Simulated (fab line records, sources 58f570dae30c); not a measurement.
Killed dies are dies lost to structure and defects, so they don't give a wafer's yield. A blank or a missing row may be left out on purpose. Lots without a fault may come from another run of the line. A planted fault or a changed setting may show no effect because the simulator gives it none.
fab line records | flow berkeley_cmos170
record lots=5 wafers=23
route steps=331 shown M2@283 V2@292 M3@319
start_h: hours from the record's first day to the start of the lot's first wafer shown | wait_h: hours since the lot's step before | " the same as in the row above | L1.1+2: a row that stands for several wafers | - no value, or no start given | * or withheld: withheld | < > ~ a bound
route shown NAME@n: a module of which the file shows steps, and the number in the route of the first | usual: mean/standard deviation of fault-free wafers | same: alike in all rows | chamber/n: place in a boat | sites: the reading at each site | _std_site: their standard deviation | _edge_site: outer sites' mean less inner sites' | radius_mm: how far each site lies from the wafer's centre | mask NAME#n: copy n | behind: the tool/chamber that last shaped the wafer | hold: why the lot was held/for how many hours/how that ended | device: the transistor (n, p or np) that didn't switch | end of line: the same wafers' tests at the end of the route | a step without rows: its recipe alone | killed: dies lost to structure and defects at the first sort, not the wafer's yield | map: a wafer's dies, x killed, . not, _ none there
set.NAME: the setting as run; set.NAME@STEP: as run at that earlier step | model.NAME: the simulator's own value behind a step, which no gauge read
lots whose settings were changed on purpose; a table a step, a row a wafer
## steps
# step UCB170_M2_EXPOSE_12
# recipe mask_id=METAL2 target_cd_nm=700 na=0.5 sigma_outer=0.6 source_shape=conventional dose_mj=26
# columns lot.wafer tool chamber start_h wait_h mask set.dose_mj
L076.1+4+5 krf_scanner-01 0 186.63 - METAL2#0 25.27
L076.2+6 " 0 " " METAL2#0 26
L077.1+3+4 krf_scanner-02 0 186.87 - METAL2#0 26.82
L077.2+6 " 0 " " METAL2#0 26
L079.1+3+4 krf_scanner-01 0 187.14 - METAL2#0 24.29
L079.5+6 " 0 " " METAL2#0 26
L081.1+2+3+5+6 krf_scanner-01 0 208.49 - METAL2#0 26
L083.1+2+5 krf_scanner-01 0 219.65 - METAL2#0 26
# step UCB170_M2_PEB_13
# recipe peb_temp_c=130 peb_time_s=withheld resist=KrF
# step UCB170_M2_DEVELOP_14
# recipe developer=TMAH develop_time_s=45 resist=KrF dev_temp_c=21
# step UCB170_M2_CD_MEAS_15
# recipe target_cd_nm=700
# usual cd_nm=700.0/1.4
# columns lot.wafer tool chamber start_h wait_h set.dose_mj@M2_EXPOSE_12 cd_nm
L076.1 cd_sem-01 - 187.15 - 25.27 707.0
L076.2 " - " " 26 700.0
L076.4 " - " " 25.27 706.9
L076.5 " - " " 25.27 707.7
L076.6 " - " " 26 701.3
L077.1 cd_sem-02 - 187.26 - 26.82 694.6
L077.2 " - " " 26 699.7
L077.3 " - " " 26.82 695.2
L077.4 " - " " 26.82 694.4
L077.6 " - " " 26 699.7
L079.1 cd_sem-01 - 187.53 - 24.29 711.1
L079.3 " - " " 24.29 711.5
L079.4 " - " " 24.29 712.0
L079.5 " - " " 26 698.8
L079.6 " - " " 26 700.5
L081.1 cd_sem-02 - 208.88 - 26 702.2
L081.2 " - " " 26 702.3
L081.3 " - " " 26 703.9
L081.5 " - " " 26 702.3
L081.6 " - " " 26 701.1
L083.1 cd_sem-02 - 220.04 - 26 700.8
L083.2 " - " " 26 700.3
L083.5 " - " " 26 700.4
# step UCB170_M2_ETCH_17
# recipe chemistry=N2/H2 target_depth_a=withheld overetch_a=withheld target=BARC time_s=withheld source_w=500 bias_w=100 pressure_mtorr=30 n2_flow_sccm=100 h2_flow_sccm=200
# columns lot.wafer tool chamber start_h wait_h set.dose_mj@M2_EXPOSE_12 model.M2.cd_nm
L076.1 rie_diel-02 0 187.30 0.0 25.27 706.9
L076.2 " 2 " " 26 699.7
L076.4 " 3 " " 25.27 706.5
L076.5 " 3 " " 25.27 707.7
L076.6 " 2 " " 26 701.1
L077.1 rie_diel-03 0 187.42 0.0 26.82 695.3
L077.2 " 1 " " 26 700.6
L077.3 " 2 " " 26.82 695.8
L077.4 " 1 " " 26.82 695.1
L077.6 " 0 " " 26 700.2
L079.1 rie_diel-01 2 187.68 0.0 24.29 710.9
L079.3 " 3 " " 24.29 711.8
L079.4 " 0 " " 24.29 711.9
L079.5 " 3 " " 26 699
L079.6 " 0 " " 26 700.9
L081.1 rie_diel-03 0 209.04 0.0 26 702.3
L081.2 " 3 " " 26 702.2
L081.3 " 2 " " 26 703.8
L081.5 " 0 " " 26 702.5
L081.6 " 1 " " 26 701.7
L083.1 rie_diel-03 3 220.20 0.0 26 701
L083.2 " 1 " " 26 700.2
L083.5 " 1 " " 26 700.7
# step UCB170_M2_METAL_ETCH_18
# recipe chemistry=Cl2/BCl3 target=Al stop_on=SiO2 pressure_mtorr=12 target_depth_a=11700 over_etch_frac=0.3 time_s=195 icp_w=600 bias_w=120 Cl2_flow_sccm=90 bcl3_flow_sccm=45
# columns lot.wafer tool chamber start_h wait_h set.dose_mj@M2_EXPOSE_12 model.M2.cd_nm
L076.1 rie_metal-02 1 187.35 - 25.27 706.4
L076.2 " 0 " " 26 696.7
L076.4 " 1 " " 25.27 704.6
L076.5 " 1 " " 25.27 706.5
L076.6 " 0 " " 26 698.6
L077.1 rie_metal-01 1 187.46 - 26.82 696.1
L077.2 " 0 " " 26 699.3
L077.3 " 0 " " 26.82 695.4
L077.4 " 1 " " 26.82 693.4
L077.6 " 0 " " 26 698.4
L079.1 rie_metal-04 1 187.73 - 24.29 715.4
L079.3 " 0 " " 24.29 714.3
L079.4 " 1 " " 24.29 714.1
L079.5 " 0 " " 26 699.8
L079.6 " 1 " " 26 704.4
L081.1 rie_metal-04 0 209.08 - 26 703.1
L081.2 " 1 " " 26 702.6
L081.3 " 0 " " 26 705
L081.5 " 1 " " 26 701.2
L081.6 " 0 " " 26 703.4
L083.1 rie_metal-01 0 220.24 - 26 699.5
L083.2 " 1 " " 26 696.7
L083.5 " 1 " " 26 699.9
# step UCB170_M2_STRIP_19
# recipe chemistry=O2 power_w=400 pressure_mtorr=3500 platen_temp_c=withheld o2_flow_sccm=400 overash_fraction=0.5
# step UCB170_M2_CD_MEAS_90
# recipe target_cd_nm=700
# usual cd_nm=700.0/2.4
# columns lot.wafer tool chamber start_h wait_h set.dose_mj@M2_EXPOSE_12 cd_nm
L076.1 cd_sem-02 - 187.63 0.1 25.27 706.3
L076.2 " - " " 26 696.7
L076.4 " - " " 25.27 704.7
L076.5 " - " " 25.27 706.3
L076.6 " - " " 26 698.7
L077.1 cd_sem-01 - 187.75 0.1 26.82 696.0
L077.2 " - " " 26 699.4
L077.3 " - " " 26.82 695.4
L077.4 " - " " 26.82 693.4
L077.6 " - " " 26 698.3
L079.1 cd_sem-01 - 188.01 0.1 24.29 715.1
L079.3 " - " " 24.29 714.4
L079.4 " - " " 24.29 714.1
L079.5 " - " " 26 699.9
L079.6 " - " " 26 704.7
L081.1 cd_sem-01 - 209.37 0.1 26 703.2
L081.2 " - " " 26 702.6
L081.3 " - " " 26 705.0
L081.5 " - " " 26 701.2
L081.6 " - " " 26 703.4
L083.1 cd_sem-01 - 220.53 0.1 26 699.4
L083.2 " - " " 26 696.8
L083.5 " - " " 26 700.0
# step UCB170_V2_CVD_00
# recipe material=SiO2 target_thk_nm=2000 temp_c=390 precursor=TEOS/O2 time_s=250 rf_w=550 pressure_mtorr=9000
# columns lot.wafer tool chamber start_h wait_h set.time_s model.SiO2_of_V2_CVD_00.thk_nm
L076.1 pecvd-03 2 187.75 0.1 283.4 2240
L076.2 " 0 " " 250 1976
L076.4 " 0 " " 250 2006
L076.5 " 2 " " 250 2021
L076.6 " 1 " " 283.4 2253
L077.1 pecvd-04 1 187.87 0.1 285.3 2285
L077.2 " 0 " " 250 2002
L077.3 " 2 " " 285.3 2279
L077.4 " 2 " " 250 2019
L077.6 " 0 " " 250 2031
L079.1 pecvd-03 1 188.13 0.1 250 2015
L079.3 " 0 " " 250 2022
L079.4 " 0 " " 250 2032
L079.5 " 1 " " 250 2034
L079.6 " 2 " " 250 2023
L081.1 pecvd-01 1 209.49 0.1 250 2017
L081.2 " 0 " " 250 1992
L081.3 " 2 " " 250 2004
L081.5 " 1 " " 250 1995
L081.6 " 0 " " 250 2000
L083.1 pecvd-04 0 220.65 0.1 250 2011
L083.2 " 2 " " 250 2001
L083.5 " 0 " " 250 2026
# step UCB170_V2_THK_MEAS_01
# recipe reads=SiO2_of_V2_CVD_00
# usual V2_TEOS_THK=2006/23
# columns lot.wafer tool chamber start_h wait_h set.time_s@V2_CVD_00 V2_TEOS_THK[nm]
L076.1 film_metro-01 - 187.91 0.1 283.4 2241
L076.2 " - " " 250 1974
L076.4 " - " " 250 2006
L076.5 " - " " 250 2023
L076.6 " - " " 283.4 2253
L077.1 film_metro-02 - 188.03 0.1 285.3 2285
L077.2 " - " " 250 2002
L077.3 " - " " 285.3 2279
L077.4 " - " " 250 2019
L077.6 " - " " 250 2030
L079.1 film_metro-01 - 188.29 0.1 250 2014
L079.3 " - " " 250 2022
L079.4 " - " " 250 2032
L079.5 " - " " 250 2036
L079.6 " - " " 250 2022
L081.1 film_metro-01 - 209.65 0.1 250 2018
L081.2 " - " " 250 1992
L081.3 " - " " 250 2006
L081.5 " - " " 250 1996
L081.6 " - " " 250 2000
L083.1 film_metro-03 - 220.80 0.1 250 2011
L083.2 " - " " 250 2001
L083.5 " - " " 250 2027
# step UCB170_V2_STRIP_15
# recipe chemistry=O2 power_w=400 pressure_mtorr=3500 platen_temp_c=withheld o2_flow_sccm=400 overash_fraction=0.5
# usual strip_time_to_endpoint_s=15.35/0.076
# columns lot.wafer tool chamber start_h wait_h set.o2_flow_sccm strip_time_to_endpoint_s
L076.1 plasma_asher-02 1 190.61 0.1 400 15.35
L076.2 " 0 " " 350.4 15.70
L076.4 " 1 " " 400 15.31
L076.5 " 0 " " 350.4 15.61
L076.6 " 1 " " 400 15.27
L077.1 plasma_asher-03 1 190.86 0.1 400 15.40
L077.2 " 0 " " 400 15.28
L077.3 " 1 " " 400 15.27
L077.4 " 0 " " 400 15.46
L077.6 " 1 " " 400 15.34
L079.1 plasma_asher-04 1 190.89 0.1 360.6 15.55
L079.3 " 0 " " 400 15.27
L079.4 " 1 " " 400 15.33
L079.5 " 1 " " 360.6 15.51
L079.6 " 0 " " 360.6 15.47
L081.1 plasma_asher-04 1 211.54 0.1 367.7 15.50
L081.2 " 0 " " 400 15.38
L081.3 " 0 " " 400 15.42
L081.5 " 0 " " 367.7 15.47
L081.6 " 1 " " 367.7 15.58
L083.1 plasma_asher-04 1 222.71 0.1 400 15.38
L083.2 " 0 " " 400 15.35
L083.5 " 0 " " 400 15.42
# step UCB170_M3_COAT_10
# recipe resist=KrF spin_rpm=1500 resist_thk_nm=900
# columns lot.wafer tool chamber start_h wait_h set.resist_thk_nm model.KrF_of_M3_COAT_10.thk_nm
L076.1 litho_track-02 0 - - 900 903
L076.2 " 0 " " 900 900.4
L076.4 " 0 " " 900 903.8
L076.5 " 0 " " 900 903.5
L076.6 " 0 " " 900 901.6
L077.1 litho_track-03 0 - - 868.1 868
L077.2 " 0 " " 868.1 862.2
L077.3 " 0 " " 900 899.5
L077.4 " 0 " " 868.1 866.1
L077.6 " 0 " " 900 900.2
L079.1 litho_track-02 0 - - 875.2 875.3
L079.3 " 0 " " 900 898.1
L079.4 " 0 " " 875.2 872.7
L079.5 " 0 " " 900 898
L079.6 " 0 " " 900 896.6
L081.1 litho_track-01 0 - - 900 900.2
L081.2 " 0 " " 900 899.4
L081.3 " 0 " " 900 898.8
L081.5 " 0 " " 928.6 929.9
L081.6 " 0 " " 928.6 927.3
L083.1 litho_track-01 0 - - 900 897.4
L083.2 " 0 " " 900 896.1
L083.5 " 0 " " 900 894.2
# step UCB170_M3_ETCH_17
# recipe chemistry=N2/H2 target_depth_a=withheld overetch_a=withheld target=BARC time_s=withheld source_w=500 bias_w=100 pressure_mtorr=30 n2_flow_sccm=100 h2_flow_sccm=200
# columns lot.wafer tool chamber start_h wait_h set.pressure_mtorr
L076.1+2+4+5+6 rie_diel-04 1,3,3,2,1 193.18 0.0 31.57
L077.1+2+3+4+6 rie_diel-03 2,1,0,0,2 193.43 0.0 26.6
L079.1+3+4+5+6 rie_diel-01 1,0,3,0,3 193.77 0.0 28.44
L081.1+2+3+5+6 rie_diel-03 0,1,2,0,1 214.23 0.0 32.08
L083.1+2+5 rie_diel-01 0,2,1 225.33 0.0 30
# step UCB170_M3_METAL_ETCH_18
# recipe chemistry=Cl2/BCl3 target=Al stop_on=SiO2 pressure_mtorr=12 target_depth_a=11700 over_etch_frac=0.3 time_s=195 icp_w=600 bias_w=120 Cl2_flow_sccm=90 bcl3_flow_sccm=45
# columns lot.wafer tool chamber start_h wait_h set.resist_thk_nm@M3_COAT_10 model.KrF_of_M3_COAT_10.thk_nm
L076.1 rie_metal-02 1 193.23 - 900 204.1
L076.2 " 0 " " 900 225
L076.4 " 1 " " 900 203.7
L076.5 " 0 " " 900 232.2
L076.6 " 1 " " 900 210.5
L077.1 rie_metal-04 1 193.47 - 868.1 180.8
L077.2 " 0 " " 868.1 174.4
L077.3 " 1 " " 900 211.8
L077.4 " 0 " " 868.1 172.8
L077.6 " 0 " " 900 215.6
L079.1 rie_metal-03 1 193.82 - 875.2 170.8
L079.3 " 0 " " 900 203.2
L079.4 " 1 " " 875.2 170.4
L079.5 " 1 " " 900 194
L079.6 " 0 " " 900 195.3
L081.1 rie_metal-04 1 214.27 - 900 214.8
L081.2 " 0 " " 900 208.7
L081.3 " 1 " " 900 210.5
L081.5 " 1 " " 928.6 248
L081.6 " 0 " " 928.6 239.5
L083.1 rie_metal-03 1 225.37 - 900 193.6
L083.2 " 0 " " 900 195.9
L083.5 " 0 " " 900 191.1
# step UCB170_M3_STRIP_19
# recipe chemistry=O2 power_w=400 pressure_mtorr=3500 platen_temp_c=withheld o2_flow_sccm=400 overash_fraction=0.5
# usual oes_product_au=0.542/0.012
# columns lot.wafer tool chamber start_h wait_h set.resist_thk_nm@M3_COAT_10 oes_product_au
L076.1 plasma_asher-01 1 193.41 0.1 900 0.537
L076.2 " 0 " " 900 0.557
L076.4 " 0 " " 900 0.535
L076.5 " 0 " " 900 0.566
L076.6 " 1 " " 900 0.543
L077.1 plasma_asher-04 1 193.66 0.1 868.1 0.512
L077.2 " 0 " " 868.1 0.505
L077.3 " 1 " " 900 0.542
L077.4 " 0 " " 868.1 0.506
L077.6 " 0 " " 900 0.538
L079.1 plasma_asher-02 0 194.00 0.1 875.2 0.498
L079.3 " 0 " " 900 0.537
L079.4 " 1 " " 875.2 0.505
L079.5 " 0 " " 900 0.525
L079.6 " 1 " " 900 0.531
L081.1 plasma_asher-01 0 214.46 0.1 900 0.545
L081.2 " 1 " " 900 0.537
L081.3 " 0 " " 900 0.542
L081.5 " 0 " " 928.6 0.585
L081.6 " 1 " " 928.6 0.579
L083.1 plasma_asher-01 1 225.56 0.1 900 0.531
L083.2 " 0 " " 900 0.523
L083.5 " 0 " " 900 0.521
## key
split step=UCB170_M2_EXPOSE_12 setting=dose_mj stated=26 by=wafer
response step=UCB170_M2_CD_MEAS_15 reading=cd_nm change=-1.84 per=1% r=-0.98
response step=UCB170_M2_ETCH_17 reading=model.M2.cd_nm change=-1.81 per=1% r=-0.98
response step=UCB170_M2_METAL_ETCH_18 reading=model.M2.cd_nm change=-1.93 per=1% r=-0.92
response step=UCB170_M2_CD_MEAS_90 reading=cd_nm change=-1.89 per=1% r=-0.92
split step=UCB170_V2_CVD_00 setting=time_s stated=250 by=wafer
response step=UCB170_V2_CVD_00 reading=model.SiO2_of_V2_CVD_00.thk_nm change=+18.6 per=1% r=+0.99
response step=UCB170_V2_THK_MEAS_01 reading=V2_TEOS_THK change=+18.6 per=1% r=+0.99
split step=UCB170_V2_STRIP_15 setting=o2_flow_sccm stated=400 by=wafer
response step=UCB170_V2_STRIP_15 reading=strip_time_to_endpoint_s change=* per=1% r=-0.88
split step=UCB170_M3_COAT_10 setting=resist_thk_nm stated=900 by=wafer
response step=UCB170_M3_COAT_10 reading=model.KrF_of_M3_COAT_10.thk_nm change=+9.24 per=1% r=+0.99
response step=UCB170_M3_METAL_ETCH_18 reading=model.KrF_of_M3_COAT_10.thk_nm change=+10.3 per=1% r=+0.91
response step=UCB170_M3_STRIP_19 reading=oes_product_au change=+0.0107 per=1% r=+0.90
split step=UCB170_M3_ETCH_17 setting=pressure_mtorr stated=30 by=lot
response none clear
